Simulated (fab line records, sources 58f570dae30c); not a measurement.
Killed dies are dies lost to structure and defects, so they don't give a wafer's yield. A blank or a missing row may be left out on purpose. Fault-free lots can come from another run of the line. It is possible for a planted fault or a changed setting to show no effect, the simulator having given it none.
Code-filled problem report in 8D (eight disciplines) form -- flow berkeley cmos170 -- the parts of the form that need people (team, actions taken, sign-off) are left out

1. WHAT IS WRONG
Mean of oes product au at UCB170_M1_METAL_ETCH_12: 0.796 a.u. across 6 wafers in 2 lots; on wafers with no fault it is 0.860 a.u. (standard deviation 0.01). Measured from the usual mean, that is -6.4 standard deviations.
The step: etches Al in Cl2/BCl3, stops on PSG, target depth 780 nm, time 130 s.
First observed at day 8 15:56: wafer L947.3, on rie metal-04. The record holds 42 wafers of 14 lots with a number at this step. Rule for "out" (also "out of limits"): further than 4 standard deviations from the usual mean. All remaining wafers that have a number are taken as sound.

2. WHAT IT IS; WHAT IT IS NOT
question,is,is not
which readings at this step,oes product au,"bcl3 flow sccm, drypump motor current A, throttle valve pct"
which lots,"L947, L954","L948, L950, L951, L956, L959, L960, L962, L964, L966, L968, L969, L970"
which wafers of those lots,all that have a number,-
read on which tools,rie metal-04,"rie metal-01, rie metal-03"
when,from day 8 15:56,"up to then (9 sound wafers); but 27 sound wafers of L956, L959, L960, L962, L964, L966, L968, L969, L970 came after"

3. SUSPECTS, AND WHAT RULES EACH OUT
Counting: a tool at any process step up to the reading remains a suspect when it ran all the lots that are out and ran no sound lot after the first of those.
- rie diel-01 at UCB170_M1_ETCH_11 (etches BARC in N2/H2): ruled out as a lasting fault. Sound lots L962, L964, L966, L969 ran on it after its first lot that is out, L947 (day 8 15:52).
- rie metal-04 at UCB170_M1_METAL_ETCH_12 (etches Al in Cl2/BCl3, stops on PSG, target depth 780 nm, time 130 s): kept. All lots that are out passed through it, beginning with L947 at day 8 15:56, and no sound lot followed; its final sound lot before that point was L950 at day 8 14:55. On those wafers its own readings are out: oes product au.
After counting, what remains is rie metal-04 at UCB170_M1_METAL_ETCH_12.

4. THE CAUSE (what the simulator had put in)
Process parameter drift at UCB170_M1_METAL_ETCH_12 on rie metal-04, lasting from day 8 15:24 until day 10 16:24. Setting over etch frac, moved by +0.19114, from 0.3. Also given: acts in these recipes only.
This tool alone remained once counting was done.

5. THE CHAIN OF EFFECTS, in route order
Each row: a reading whose mean over the struck wafers that have a number lies more than 3 standard deviations from the usual. Only readings for which the record gives a usual standard deviation are gone through. hours: the time from each lot's start at the first step in this table that gives one to its start at this step, as a median over the lots. sigmas: the change in usual standard deviations.
hours,step,reading,usual,on struck wafers,change,sigmas
0,UCB170_M1_METAL_ETCH_12,oes product au,0.860 a.u.,0.796,-0.064,-6.4
0,UCB170_M1_STRIP_13,oes product au,0.720 a.u.,0.706,-0.014,-3.3
Here are the process steps it includes:
- UCB170_M1_METAL_ETCH_12: etches Al in Cl2/BCl3, stops on PSG, target depth 780 nm, time 130 s.
- UCB170_M1_STRIP_13: strips in O2.
At these later measuring or inspecting steps, every struck wafer for which the step has a row has a number for every such reading, and none has moved that far: UCB170_V1_CD_MEAS_90.

6. HOW IT WOULD HAVE BEEN CAUGHT EARLIER
In this record the first reading out of limits was taken at day 8 15:56, 1 hour after the fault began at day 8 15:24.
